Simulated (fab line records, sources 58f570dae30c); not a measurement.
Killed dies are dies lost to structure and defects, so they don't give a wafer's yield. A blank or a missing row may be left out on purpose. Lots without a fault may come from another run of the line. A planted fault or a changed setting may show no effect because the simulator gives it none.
Tool commonality check | flow berkeley_cmos170 | 9 lots, 27 wafers sampled

WHY IT WAS OPENED
At UCB170_V1_OVL_MEAS_13 the reading V1_OVL is flagged on 4 of 9 lots. Wafers without a fault read 1 nm, standard deviation 5.7.
Rule: a lot is flagged when every wafer of it that has a number lies more than 4 standard deviations from that mean, or none has a number. The other lots count as sound.

lot  | measured     | on         | V1_OVL (nm), wafer by wafer | flag
L253 | day 7 02:55  | overlay-02 | -3 -6 2                     |
L256 | day 7 23:50  | overlay-02 | 89 89 96                    | FLAGGED
L257 | day 7 23:52  | overlay-02 | 90 88 86                    | FLAGGED
L259 | day 8 04:21  | overlay-01 | 87 82 76                    | FLAGGED
L258 | day 8 04:27  | overlay-01 | 87 77 77                    | FLAGGED
L269 | day 10 07:26 | overlay-01 | 3 0 -8                      |
L268 | day 10 07:45 | overlay-01 | 3 5 -2                      |
L267 | day 10 08:17 | overlay-02 | 4 -3 3                      |
L275 | day 12 02:25 | overlay-02 | 2 -5 3                      |
The numbers of the flagged lots are 85 nm on average: +84 nm against the usual, or +15 standard deviations.

WHICH TOOL RAN EACH LOT
The record holds 2 process steps before the reading, out of a route of 331 steps. In each cell: the tool, then ch and the chambers that the sampled wafers went through, then the start.
lot  | flag    | UCB170_PVT_STRIP_08                  | UCB170_V1_EXPOSE_09
L253 |         | plasma_asher-01 ch 0,1, day 5 09:36  | krf_scanner-01 ch 0, day 7 01:46
L256 | FLAGGED | plasma_asher-03 ch 0, day 6 08:56    | krf_scanner-02 ch 0, day 7 22:56
L257 | FLAGGED | plasma_asher-02 ch 0,1, day 6 06:04  | krf_scanner-02 ch 0, day 7 23:02
L259 | FLAGGED | plasma_asher-02 ch 0,1, day 6 08:27  | krf_scanner-02 ch 0, day 8 03:29
L258 | FLAGGED | plasma_asher-01 ch 1, day 6 08:41    | krf_scanner-02 ch 0, day 8 03:34
L269 |         | plasma_asher-03 ch 0,1, day 8 07:41  | krf_scanner-01 ch 0, day 10 06:46
L268 |         | plasma_asher-01 ch 0,1, day 8 08:07  | krf_scanner-01 ch 0, day 10 07:17
L267 |         | plasma_asher-01 ch 0,1, day 8 14:11  | krf_scanner-01 ch 0, day 10 07:47
L275 |         | plasma_asher-02 ch 0,1, day 10 01:02 | krf_scanner-01 ch 0, day 12 01:28
What these steps do:
- UCB170_PVT_STRIP_08: strips in O2.
- UCB170_V1_EXPOSE_09: exposes mask VIA1, target cd 700 nm.
- UCB170_V1_OVL_MEAS_13

FLAGGED OVER TOTAL, TOOL BY TOOL (the gauges that took the reading come last)
step                  | tool            | lots run | flagged | share of the flagged lots | sound lots run after its first flagged lot
UCB170_PVT_STRIP_08   | plasma_asher-01 | 4        | 1       | some                      | 2 (L268,L267)
UCB170_PVT_STRIP_08   | plasma_asher-02 | 3        | 2       | some                      | 1 (L275)
UCB170_PVT_STRIP_08   | plasma_asher-03 | 2        | 1       | some                      | 1 (L269)
UCB170_V1_EXPOSE_09   | krf_scanner-01  | 5        | 0       | none                      | -
UCB170_V1_EXPOSE_09   | krf_scanner-02  | 4        | 4       | all                       | 0
UCB170_V1_OVL_MEAS_13 | overlay-01      | 4        | 2       | some                      | 2 (L269,L268)
UCB170_V1_OVL_MEAS_13 | overlay-02      | 5        | 2       | some                      | 2 (L267,L275)

WHAT THE TABLE ALLOWS
1 row of the table ran every flagged lot: krf_scanner-02 at UCB170_V1_EXPOSE_09.
- krf_scanner-02 at UCB170_V1_EXPOSE_09: 4 of its 4 lots flagged. It ran no sound lot before its first flagged lot in this sample, so the start can't be narrowed down.
One tool is left: krf_scanner-02 at UCB170_V1_EXPOSE_09.

WHAT THE SIMULATOR HAD PUT IN
Scanner matching overlay: krf_scanner-02, from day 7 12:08 on, at UCB170_V1_EXPOSE_09. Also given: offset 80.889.
Lots struck among those shown: L256, L257, L259, L258. The rule above found the same.
